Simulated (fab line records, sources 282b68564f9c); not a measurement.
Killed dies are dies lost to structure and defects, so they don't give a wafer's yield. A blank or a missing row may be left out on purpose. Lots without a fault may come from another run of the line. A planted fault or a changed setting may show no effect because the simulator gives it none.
A struck lot beside a sound one | flow rit_cmos | 21 steps out of a route of 202
Sound: wafers L627.3, L627.5, L627.6. Struck: wafers L630.1, L630.2, L630.6. The cause comes at the end.
At each step with rows: each side's tool, then ch and its chambers, then its first start. Under that, the readings that differ: sound wafers | struck wafers | difference of the means | sigmas: that difference in standard deviations of wafers without a fault.
alike: readings whose means differ by less than 2 such deviations, and words and numbers that are the same on both sides. not compared: withheld readings, readings that some wafer has no value for, bounds like >300 that may hide the same value, and numbers for which the record gives no deviation and whose values overlap.
The two part at a step that has a row with sigmas, a row that says differs or no value, or rows on one side only. Numbers that don't overlap but have no deviation are shown without sigmas and don't part them. A reading that every wafer of one side lacks parts them only if that side has two wafers or more.

first, 1 step without rows for these wafers: RIT_CONTACT_HARDBAKE_10 (time 60 s).
RIT_CONTACT_ETCH_11: etches SiO2 in CHF3/CF4/Ar, stops on TiSi2, target depth 480 nm, time 320 s.
  sound on rie_diel-03 ch 1,3, day 4 05:11; struck on rie_diel-01 ch 1,2,3, day 4 20:33
  alike: drypump_motor_current_A, oes_product_au, throttle_valve_pct
  not compared: rf_hours_counter_h
RIT_CONTACT_STRIP_12: strips in O2, time 180 s.
  sound on plasma_asher-04 ch 0,1, day 4 05:27; struck on plasma_asher-02 ch 0,1, day 4 20:45
  alike: drypump_motor_current_A, o2_flow_sccm
  not compared: rf_hours_counter_h
RIT_CONTACT_CD_MEAS_90: target cd 1000 nm.
  sound on cd_sem-02, day 4 05:36; struck on cd_sem-02, day 4 20:55
  alike: cd_nm
then, 2 steps without rows for these wafers: RIT_CONTACT_CLEAN_13 (cleans in SC1, time 600 s); RIT_CONTACT_CLEAN_14 (cleans in SC2, time 600 s).
RIT_M1_SPUTTER_00: material Al, target thk 400 nm, time 500 s.
  sound on pvd_sputter-01, day 4 06:03; struck on pvd_sputter-03, day 4 21:23
  alike: throttle_valve_pct
RIT_M1_RS_MEAS_01: measures by four-point-probe.
  sound on film_metro-02, day 4 06:23; struck on film_metro-01, day 4 21:41
  alike: M1_AL_RS
RIT_M1_THK_MEAS_02: measures by xrf.
  sound on film_metro-02, day 4 06:29; struck on film_metro-01, day 4 21:49
  alike: M1_AL_THK
then, 3 steps without rows for these wafers: RIT_M1_HMDS_03 (prime time 60 s); RIT_M1_COAT_04 (resist thk 1300 nm); RIT_M1_SOFTBAKE_05 (time 60 s).
RIT_M1_EXPOSE_06: exposes mask M12, target cd 2600 nm.
  sound on iline_stepper-01 ch 0, day 4 07:08; struck on iline_stepper-02 ch 0, day 4 22:19
  reading | sound             | struck                     | difference | sigmas
  mask    | M12#0 M12#0 M12#0 | M12_R1#0 M12_R1#0 M12_R1#0 | differs    |
  alike: reticle_temp_C
then, 2 steps without rows for these wafers: RIT_M1_PEB_07; RIT_M1_DEVELOP_08 (develop time 68 s).
RIT_M1_CD_MEAS_09: target cd 2600 nm.
  sound on cd_sem-02, day 4 07:34; struck on cd_sem-02, day 4 22:45
  reading    | sound                | struck               | difference | sigmas
  cd_nm (nm) | 2604.9 2602.6 2604.3 | 2749.3 2747.1 2750.4 | +145.0     | +58
RIT_M1_OVL_MEAS_10:
  sound on overlay-01, day 4 07:40; struck on overlay-01, day 4 22:52
  alike: M1_OVL
then, 1 step without rows for these wafers: RIT_M1_HARDBAKE_11 (time 120 s).
RIT_M1_METAL_ETCH_12: etches Al in Cl2/BCl3, stops on SiO2, time 165 s, target depth 600 nm.
  sound on rie_metal-01 ch 0,1, day 4 07:59; struck on rie_metal-01 ch 0,1, day 4 23:09
  reading             | sound          | struck         | difference | sigmas
  model.M1.cd_nm (nm) | 2605 2601 2604 | 2749 2747 2749 | +145       |
  alike: bcl3_flow_sccm, drypump_motor_current_A, oes_product_au, throttle_valve_pct
  not compared: rf_hours_counter_h
then, 1 step without rows for these wafers: RIT_M1_STRIP_13 (strips in nmp, time 600 s).
RIT_M1_PROBE_99:
  sound on prober-01, day 4 12:40; struck on prober-02, day 5 02:40
  reading                      | sound          | struck         | difference | sigmas
  model.etest.m1.width_nm (nm) | 2603 2604 2602 | 2740 2744 2746 | +140       |
  alike: defect_limited_yield, killed_at_front_end, killed_dies, killed_open, killed_short, sort_bin_3_pad_short, sort_bin_5_function, sort_bin_6_memory, sort_n_pass, sort_yield_pct

WHERE THEY PART
First at RIT_M1_EXPOSE_06; last, within this record, at RIT_M1_CD_MEAS_09. Later steps at which nothing parts them and some readings are alike: RIT_M1_OVL_MEAS_10, RIT_M1_METAL_ETCH_12, RIT_M1_PROBE_99.

WHY: what the simulator had put in
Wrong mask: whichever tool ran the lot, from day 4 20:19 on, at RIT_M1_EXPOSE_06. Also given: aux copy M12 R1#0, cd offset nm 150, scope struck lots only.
